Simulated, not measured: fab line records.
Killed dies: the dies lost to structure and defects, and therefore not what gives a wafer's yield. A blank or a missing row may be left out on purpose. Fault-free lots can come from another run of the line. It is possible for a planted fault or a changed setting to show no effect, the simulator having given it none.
Problem report in the 8D (eight disciplines) form, filled by code | flow rit-cmos | the parts of the form that need people (team, actions taken, sign-off) are left out

## 1. WHAT WENT WRONG
Mean of cathode-dc-power-W at RIT_SILICIDE_SPUTTER_01: 339.73 W across 2 wafers in 2 lots; on wafers with no fault it is 350.00 W (standard deviation 0.074). So: -99 or more standard deviations from the usual mean.
The step: material Ti, target thk 30 nm, time 240 s.
The first sign was on wafer L476.4 at day 6 00:28, on pvd-sputter-02. The record holds 18 wafers of 6 lots with a number at this step. The rule behind "out" and "out of limits": a value lying over 4 standard deviations away from the usual mean. All remaining wafers that have a number are taken as sound.

## 2. WHAT THIS IS AND IS NOT
question                    | is                 | is not
which readings at this step | cathode-dc-power-W | substrate-temp-c, throttle-valve-pct
which lots                  | L476, L479         | L464, L469, L482, L484
which wafers of those lots  | L476.4, L479.2     | L476.3, L476.5, L479.1, L479.3
read on which tools         | pvd-sputter-02     | pvd-sputter-01
when                        | from day 6 00:28   | up to then (8 sound wafers); but 8 sound wafers of L479, L482, L484 came after

## 3. WHAT RULES OUT EACH SUSPECT
Counting: if a tool at a process step up to the reading ran every lot that is out, it stays a suspect. Sound lots after the first of them don't rule it out here, since some wafers of a struck lot are sound.
- pvd-sputter-02 at RIT_SILICIDE_SPUTTER_01 (material Ti, target thk 30 nm, time 240 s): kept. Ran every lot that is out, first one L476 (day 6 00:28); last sound lot up to then L469 (day 4 12:33). Out on those wafers are its own readings of cathode-dc-power-W.
After counting, what remains is pvd-sputter-02 at RIT_SILICIDE_SPUTTER_01.

## 4. THE CAUSE (what the simulator had put in)
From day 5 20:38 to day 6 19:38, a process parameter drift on pvd-sputter-02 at RIT_SILICIDE_SPUTTER_01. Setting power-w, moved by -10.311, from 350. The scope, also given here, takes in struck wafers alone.
This tool alone remained once counting was done.

## 5. THE EFFECT CHAIN, in route order
Each row: a reading whose mean over the struck wafers that have a number lies more than 3 standard deviations from the usual. Scope: only readings with a usual standard deviation given in the record; hours: median across lots of the time from each lot's start at the first step in this table that gives one to its start at this step; sigmas: change in usual standard deviations.
hours | step                    | reading            | usual    | on struck wafers | change | sigmas
0     | RIT_SILICIDE_SPUTTER_01 | cathode-dc-power-W | 350.00 W | 339.73           | -10.27 | -99 or more
It contains these process steps:
- RIT_SILICIDE_SPUTTER_01: material Ti, target thk 30 nm, time 240 s.
Later steps that measure or inspect, where all struck wafers having a row at the step show a number for every such reading and not one has moved that far: RIT_SILICIDE_RS_MEAS_02.

## 6. WHAT WOULD HAVE CAUGHT IT SOONER
4 hours passed between the start of the fault at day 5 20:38 and the first reading out of limits in this record, taken at day 6 00:28.
